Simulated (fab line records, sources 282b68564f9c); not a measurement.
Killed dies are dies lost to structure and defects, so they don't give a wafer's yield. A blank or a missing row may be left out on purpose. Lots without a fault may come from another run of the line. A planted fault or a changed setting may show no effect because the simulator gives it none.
A struck lot beside a sound one | flow rit_cmos | 15 steps out of a route of 202
Sound: wafers L458.3, L458.4, L458.5. Struck: wafers L466.1, L466.3, L466.5. The cause comes at the end.
At each step with rows: each side's tool, then ch and its chambers, then its first start. Under that, the readings that differ: sound wafers | struck wafers | difference of the means | sigmas: that difference in standard deviations of wafers without a fault.
alike: readings whose means differ by less than 2 such deviations, and words and numbers that are the same on both sides. not compared: withheld readings, readings that some wafer has no value for, bounds like >300 that may hide the same value, and numbers for which the record gives no deviation and whose values overlap.
The two part at a step that has a row with sigmas, a row that says differs or no value, or rows on one side only. Numbers that don't overlap but have no deviation are shown without sigmas and don't part them. A reading that every wafer of one side lacks parts them only if that side has two wafers or more.

RIT_ACTIVE_ETCH_13: etches Si3N4 in SF6, stops on SiO2, time 210 s, target depth 210 nm.
  sound on rie_diel-02 ch 0,3, day 3 07:25; struck on rie_diel-02 ch 1,2, day 5 02:17
  reading          | sound             | struck            | difference | sigmas
  run_length_s (s) | 239.0 238.9 238.4 | 238.0 237.6 237.3 | -1.1       | -3
  alike: drypump_motor_current_A, oes_product_au, throttle_valve_pct
  not compared: rf_hours_counter_h
RIT_ACTIVE_STRIP_14: strips in O2, time 180 s.
  sound on plasma_asher-01 ch 0,1, day 3 07:36; struck on plasma_asher-04 ch 0,1, day 5 02:25
  alike: drypump_motor_current_A
  not compared: rf_hours_counter_h
RIT_ACTIVE_CD_MEAS_90: target cd 1400 nm.
  sound on cd_sem-02, day 3 07:46; struck on cd_sem-01, day 5 02:35
  reading    | sound                | struck               | difference | sigmas
  cd_nm (nm) | 1398.1 1396.2 1398.3 | 1402.9 1401.8 1400.7 | +4.3       | +2
then, 4 steps without rows for these wafers: RIT_ACTIVE_CLEAN_15 (cleans in SC1, time 575.9 s); RIT_ACTIVE_CLEAN_16 (cleans in dHF, time 30 s); RIT_ACTIVE_CLEAN_17 (cleans in SC2, time 600 s); RIT_FOX1_OXIDATION_00 (target thk 350.7 nm, ox time 1130 s).
RIT_FOX1_THK_MEAS_01:
  sound on film_metro-01, day 3 10:51; struck on film_metro-03, day 5 04:50
  alike: FOX1_OXIDE_THK
then, 2 steps without rows for these wafers: RIT_FOX1_WET_ETCH_02 (etches SiO2 in BOE, target depth 350 nm, time 390 s); RIT_FOX2_OXIDATION_00 (target thk 350.7 nm, ox time 1130 s).
RIT_FOX2_THK_MEAS_01:
  sound on film_metro-01, day 3 12:22; struck on film_metro-04, day 5 09:14
  alike: FOX2_OXIDE_THK
then, 1 step without rows for these wafers: RIT_FOX2_CLEAN_02 (cleans in dHF, time 180 s).
RIT_FOX2_WET_ETCH_03: etches Si3N4 in H3PO4, target depth 195 nm, time 2700 s.
  sound on wet_bench-04 ch 3, day 3 12:28; struck on wet_bench-02 ch 0, day 5 09:21
  reading                                       | sound             | struck            | difference | sigmas
  run_length_s (s)                              | 2727 2727 2727    | 4345 4345 4345    | +1618      | +99 or more
  model.SiO2_of_ACTIVE_OXIDATION_01.thk_nm (nm) | 40.33 40.34 41.71 | 38.06 37.97 38.36 | -2.66      |
RIT_FOX2_THK_MEAS_90:
  sound on film_metro-04, day 3 13:15; struck on film_metro-04, day 5 10:07
  reading                     | sound       | struck      | difference | sigmas
  FIELD_OXIDE_LEFT_1_THK (nm) | 329 330 332 | 310 310 306 | -22        | -3
RIT_M1_PROBE_99:
  sound on prober-02, day 5 07:43; struck on prober-02, day 7 07:13
  reading            | sound | struck | difference | sigmas
  killed_at_M0_to_M3 | 0 0 0 | 0 0 1  | +0         | +3
  alike: killed_at_contacts, killed_at_front_end, killed_dies, killed_on_rim, killed_open, killed_short

WHERE THEY PART
First at RIT_ACTIVE_ETCH_13; last, within this record, at RIT_M1_PROBE_99.

WHY: what the simulator had put in
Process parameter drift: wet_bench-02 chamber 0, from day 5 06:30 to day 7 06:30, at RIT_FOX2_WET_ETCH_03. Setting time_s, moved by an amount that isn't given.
